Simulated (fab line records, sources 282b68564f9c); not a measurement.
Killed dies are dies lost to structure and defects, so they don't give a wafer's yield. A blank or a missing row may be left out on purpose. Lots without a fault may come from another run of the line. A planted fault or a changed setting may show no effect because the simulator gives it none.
Problem report in the 8D (eight disciplines) form, filled by code | flow rit_cmos | the parts of the form that need people (team, actions taken, sign-off) are left out

1. THE PROBLEM
killed_at_front_end at RIT_M1_PROBE_99 reads a mean of 32.7 on 3 wafers of 1 lot; wafers without a fault read 7.0 with a standard deviation of 2.8. That is +9.2 standard deviations from the usual mean.
First seen on wafer L910.1, day 4 20:11, on prober-02. The record holds 6 wafers of 2 lots with a number at this step. Rule for "out", or "out of limits": more than 4 standard deviations from the usual mean. The other wafers with a number count as sound.

2. WHAT IT IS AND WHAT IT IS NOT
question                    | is                               | is not
which readings at this step | killed_at_front_end, killed_dies | killed_at_contacts, killed_open, killed_short
which lots                  | L910                             | L923
which wafers of those lots  | all that have a number           | -
read on which tools         | prober-02                        | prober-01
when                        | from day 4 20:11                 | up to then (0 sound wafers); but 3 sound wafers of L923 came after

3. SUSPECTS, AND WHAT RULES EACH OUT
Counting: a tool at a process step up to the reading stays a suspect if it ran every lot that is out and no sound lot after the first of them.
- wet_bench-03 at RIT_SILICIDE_WET_ETCH_00 (etches SiO2 in BOE, target depth 14 nm, time 15 s): kept. It ran the lot that is out, L910 (day 4 12:58), and no sound lot after that.
- prober-02 at RIT_M1_PROBE_99: kept. It ran the lot that is out, L910 (day 4 20:11), and no sound lot after that. Its own readings are out on those wafers: killed_at_front_end, killed_dies.
Left after counting: wet_bench-03 at RIT_SILICIDE_WET_ETCH_00, prober-02 at RIT_M1_PROBE_99.

4. THE CAUSE (what the simulator had put in)
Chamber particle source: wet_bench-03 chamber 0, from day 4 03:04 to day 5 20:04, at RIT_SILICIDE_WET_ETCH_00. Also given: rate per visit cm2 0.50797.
Counting left 2 suspects, and this tool is among them.

5. THE CHAIN OF EFFECTS, in route order
Each row: a reading whose mean over the struck wafers that have a number lies more than 3 standard deviations from the usual. Only readings for which the record gives a usual standard deviation are gone through. hours: the time from each lot's start at the first step in this table that gives one to its start at this step, as a median over the lots. sigmas: the change in usual standard deviations.
hours | step            | reading             | usual | on struck wafers | change | sigmas
0     | RIT_M1_PROBE_99 | killed_at_front_end | 7.0   | 32.7             | +25.7  | +9.2
0     | RIT_M1_PROBE_99 | killed_dies         | 7.0   | 32.7             | +25.7  | +9.2
The process steps in it:
- RIT_M1_PROBE_99

6. WHAT WOULD HAVE CAUGHT IT SOONER
In this record the first reading out of limits was taken at day 4 20:11, 17 hours after the fault began at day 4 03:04.
All the lots that are out (1) had begun RIT_SILICIDE_WET_ETCH_00 on wet_bench-03 by day 4 20:11. A hold on the tool at that time would have spared none of them.
